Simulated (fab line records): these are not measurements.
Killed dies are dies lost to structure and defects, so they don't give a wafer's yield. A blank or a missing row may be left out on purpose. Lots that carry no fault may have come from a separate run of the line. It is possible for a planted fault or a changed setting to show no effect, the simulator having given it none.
Which tool is to blame? ; flow berkeley_cmos170 ; Sampling: 7 lots, 21 wafers, 2 of 331 route steps

== WHAT THE GAUGES SHOWED, per wafer ==
UCB170_PWELL_TW_MEAS_17.
lot;measured;on;PWELL_TW
L644;day 3 21:41;film_metro-02;373 372 374
L646;day 4 00:16;film_metro-02;377 376 374
L651;day 5 02:08;film_metro-03;379 380 383
L655;day 6 02:51;film_metro-02;374 372 374
L658;day 6 08:32;film_metro-04;383 382 380
L662;day 7 07:58;film_metro-02;374 375 374
L664;day 8 00:42;film_metro-04;379 380 382

== WHAT TOOL EACH LOT RAN ON (gives the tool, then ch and the chambers of the sampled wafers, and finally the start) ==
lot;UCB170_NWELL_IMPLANT_14
L644;implanter-04 ch 0, day 2 22:20
L646;implanter-01 ch 0, day 3 05:50
L651;implanter-04 ch 0, day 4 03:58
L655;implanter-04 ch 0, day 5 06:43
L658;implanter-01 ch 0, day 5 11:41
L662;implanter-01 ch 0, day 6 12:07
L664;implanter-02 ch 0, day 7 02:33
- UCB170_NWELL_IMPLANT_14

== THE ANSWER, worked out from the rows above alone ==
Rule: the usual values come from the lots themselves. The widest of any qualifying gaps counts: lots, ordered by their means at a reading, are off when they make up no more than a third of the lots, leave a main group of 4 or more, and stand apart from it by 3 or more times the standard deviation of that group's means. Not used: any main group whose means are identical at the precision the tables above print for the reading. A lot without any number at a reading at which 4 lots or more have one is off too. All remaining lots with rows at the step are treated as sound.
No lot is off at any reading shown: from this, nothing can be told.

== WHAT HAD BEEN PUT IN BY THE SIMULATOR ==
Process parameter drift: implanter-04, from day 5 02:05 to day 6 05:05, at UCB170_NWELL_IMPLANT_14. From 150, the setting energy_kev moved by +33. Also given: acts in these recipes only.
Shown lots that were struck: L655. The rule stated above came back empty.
